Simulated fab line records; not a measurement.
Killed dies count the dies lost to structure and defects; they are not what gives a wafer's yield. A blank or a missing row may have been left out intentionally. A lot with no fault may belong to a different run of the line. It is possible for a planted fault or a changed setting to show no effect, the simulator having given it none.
Code-filled problem report in 8D (eight disciplines) form ; flow berkeleyCmos170 ; the parts of the form that need people (team, actions taken, sign-off) are left out

== 1. WHAT IS WRONG ==
rotationDeg at UCB170_NLDD_IMPLANT_08 reads a mean of 179.988 degrees on 9 wafers of 3 lots; wafers without a fault read -0.004 degrees with a standard deviation of 0.018. That is +99 or more standard deviations from the usual mean.
First seen on wafer L805.3, day 9 01:29, on implanter-04. Wafers with a number at this step in the record: 45, from 15 lots. Rule for "out", or "out of limits": more than 4 standard deviations from the usual mean. The other wafers with a number count as sound.

== 2. WHAT IT IS; WHAT IT IS NOT ==
question;is;is not
which readings at this step;rotationDeg;-
which lots;L805, L806, L809;L798, L799, L800, L802, L803, L804, L812, L813, L814, L815, L818, L819
which wafers of those lots;all that have a number;-
read on which tools;implanter-04;implanter-01, implanter-02
when;from day 9 01:29;"up to then (18 sound wafers); but 18 sound wafers of L812, L813, L814, L815, L818, L819 came after"

== 3. SUSPECTS, AND WHAT RULES EACH OUT ==
Counting: a tool at any process step up to the reading remains a suspect when it ran all the lots that are out and ran no sound lot after the first of those.
- rieDiel-03 at UCB170_GATE_ETCH_14 (etches BARC in N2/H2): ruled out as a lasting fault. After its first lot that is out, L805 (day 8 19:57), sound lots L812, L814 ran on it.
- implanter-04 at UCB170_NLDD_IMPLANT_08: kept. It processed each lot that is out, first L805 at day 9 01:29, and no sound lot thereafter; up to then, the last sound lot it processed was L800 at day 9 00:58. Out on those wafers are its own readings of rotationDeg.
The count leaves implanter-04 at UCB170_NLDD_IMPLANT_08.

== 4. THE CAUSE (what the simulator had put in) ==
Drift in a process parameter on implanter-04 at UCB170_NLDD_IMPLANT_08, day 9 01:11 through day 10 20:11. A move of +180 in setting rotationDeg, from 0. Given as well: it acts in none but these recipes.
Counting left only this tool.

== 5. THE EFFECT CHAIN, in route order ==
Each row: a reading where the mean over the struck wafers with a number is more than 3 standard deviations away from the usual. Only readings for which the record gives a usual standard deviation are gone through. hours: the time from each lot's start at the first step in this table that gives one to its start at this step, as a median over the lots. sigmas: the change in usual standard deviations.
hours;step;reading;usual;on struck wafers;change;sigmas
0;UCB170_NLDD_IMPLANT_08;rotationDeg;-0.004 degrees;179.988;+179.992;+99 or more
The process steps in it:
- UCB170_NLDD_IMPLANT_08

== 6. WHAT WOULD HAVE CAUGHT IT SOONER ==
In this record no reading fell out of limits until day 9 01:29, 0 hours after the fault had begun at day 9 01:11.
